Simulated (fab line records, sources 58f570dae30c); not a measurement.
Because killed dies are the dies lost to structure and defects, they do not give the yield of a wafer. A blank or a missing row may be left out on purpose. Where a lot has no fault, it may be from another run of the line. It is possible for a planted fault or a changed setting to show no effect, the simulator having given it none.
2 desks looking at one fault ; flow berkeleyCmos170 ; what lay behind the numbers comes last; until then each desk has only its own

== FOR THE TOOL OWNER'S DESK: rieDiel-02 ==
The tool's own readings at UCB170_ACTIVE_ETCH_15 (etches Si3N4 in CH3F/Ar/O2, stops on SiO2, target depth 242 nm, time 151 s): means of the sampled wafers that have a number, for each lot that ran on this tool. Marked OUT: a lot whose mean sits more than 4 standard deviations from the usual mean, which makes it out of limits; the brackets give that distance.
Columns: A = chamberPressureMTorr at UCB170_ACTIVE_ETCH_15, usual 50.00 mTorr; B = drypumpMotorCurrentA at UCB170_ACTIVE_ETCH_15, usual 5.6 A; C = oesProductAu at UCB170_ACTIVE_ETCH_15, usual 0.938 a.u.; D = rfFwdPowerW at UCB170_ACTIVE_ETCH_15, usual 448.0 W; E = throttleValvePct at UCB170_ACTIVE_ETCH_15, usual 8.14 %
lot;first seen here;A;B;C;D;E
L482;day 5 03:11;49.99;5.3;0.937;446.4;8.08
L480;day 5 03:37;50.00;5.6;0.941;448.0;8.10
L487;day 6 03:15;50.01;5.3;0.924;448.3;8.10
L490;day 6 15:14;49.98;5.3;0.921;448.4;8.09
L492;day 7 12:35;50.02;6.0;0.946;448.4;8.18
L493;day 7 23:05;50.04;5.6;0.942;448.6;8.04
L500;day 9 03:08;50.01;5.7;0.924;447.6;8.18
This desk found nothing out of limits on any of the 7 lots.

== THE METROLOGY DESK ==
Lot by lot, what the gauges showed, no matter which tool ran the lot: averages of those sampled wafers that carry a number. Marked OUT: a lot whose mean sits more than 4 standard deviations from the usual mean, which makes it out of limits; the brackets give that distance.
Columns: A = CONTACT_PSG_THK at UCB170_CONTACT_THK_MEAS_02, usual 702 nm; B = cdNm at UCB170_M1_CD_MEAS_90, usual 699.5 nm
lot;first seen here;A;B
L479;day 7 06:39;699;701.0
L480;day 8 02:57;694;699.9
L482;day 8 05:56;698;697.0
L485;day 8 11:22;697;699.2
L483;day 8 13:28;693;703.9
L486;day 9 08:50;700;700.4
L488;day 9 08:50;694;698.6
L487;day 9 08:52;696;700.3
L490;day 9 16:17;695;695.5
L492;day 10 14:17;705;698.7
L493;day 11 06:40;704;705.5
L498;day 11 18:02;713;700.8
L500;day 12 10:41;695;697.9
This desk found nothing out of limits on any of the 13 lots.

== PUT TOGETHER ==
Nothing out of limits was seen by the tool owner's desk.
The metrology desk saw nothing out of limits.

== WHAT THE SIMULATOR PUT IN ==
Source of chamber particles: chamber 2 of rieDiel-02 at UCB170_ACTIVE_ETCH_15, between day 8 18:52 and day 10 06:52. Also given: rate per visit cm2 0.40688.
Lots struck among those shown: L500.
